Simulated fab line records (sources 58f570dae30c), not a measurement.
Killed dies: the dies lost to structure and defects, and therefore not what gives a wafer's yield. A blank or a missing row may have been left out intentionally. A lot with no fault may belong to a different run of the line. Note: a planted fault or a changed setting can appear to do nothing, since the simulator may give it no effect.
Which tool did it? | flow berkeley-cmos170 | 21 wafers from 7 lots sampled at 2 of the route's 331 steps

WHAT EACH GAUGE READ, for each wafer
UCB170_SCREENOX_THK_MEAS_02.
lot  | measured    | on            | SCREENOX_OXIDE_THK (nm)
L183 | day 5 22:04 | film-metro-03 | 14.72 14.51 14.89
L185 | day 6 09:04 | film-metro-04 | 14.60 14.40 14.58
L187 | day 6 12:08 | film-metro-03 | 14.53 14.42 14.74
L190 | day 7 15:32 | film-metro-04 | 14.69 14.45 14.46
L192 | day 7 15:28 | film-metro-01 | 14.78 14.87 14.81
L196 | day 8 06:08 | film-metro-04 | 10.24 9.98 10.43
L204 | day 9 22:51 | film-metro-04 | 14.56 14.62 14.64

WHAT TOOL EACH LOT RAN ON (gives the tool, then ch and the chambers of the sampled wafers, and finally the start)
lot  | UCB170_SCREENOX_OXIDATION_01
L183 | furnace-04 ch 0, day 5 20:24
L185 | furnace-02 ch 0, day 6 07:23
L187 | furnace-02 ch 0, day 6 10:25
L190 | furnace-04 ch 0, day 7 13:48
L192 | furnace-04 ch 0, day 7 13:48
L196 | furnace-04 ch 0, day 8 04:29
L204 | furnace-02 ch 0, day 9 21:11
- UCB170_SCREENOX_OXIDATION_01: target thk 14.4 nm, ox time 2400 s.

THE ANSWER, worked out from the rows above alone
Rule: the lots themselves supply what counts as usual. Put in order of their means at a reading, lots are off if they are a third of the lots or fewer, leave a main group of 4 or more, and stand apart from it by a gap of 3 or more times the standard deviation of the main group's means; of several such gaps the widest counts. The tables above print the reading to a certain number of digits; a main group whose means all agree to those digits is not used. A lot without any number at a reading at which 4 lots or more have one is off too. Any other lot the step has rows for is counted as sound.
Off: L196, seen at UCB170_SCREENOX_THK_MEAS_02 (SCREENOX_OXIDE_THK). For the main group the mean is 14.63 nm and the standard deviation 0.11.
If a tool, at a process step before that reading, ran all the lots that are off and no sound lot after the first of them, it fits. The gauges at UCB170_SCREENOX_THK_MEAS_02 are tried like those tools. One candidate fits, namely furnace-04 at UCB170_SCREENOX_OXIDATION_01. A fault onset in the window from L190 (day 7 13:48, its last sound lot) to L196 (day 8 04:29, its first lot off) fits.

WHAT THE SIMULATOR HAD INSERTED
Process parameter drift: furnace-04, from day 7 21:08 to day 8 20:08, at UCB170_SCREENOX_OXIDATION_01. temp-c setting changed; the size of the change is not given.
Shown lots that were struck: L196. The rule above found the same.
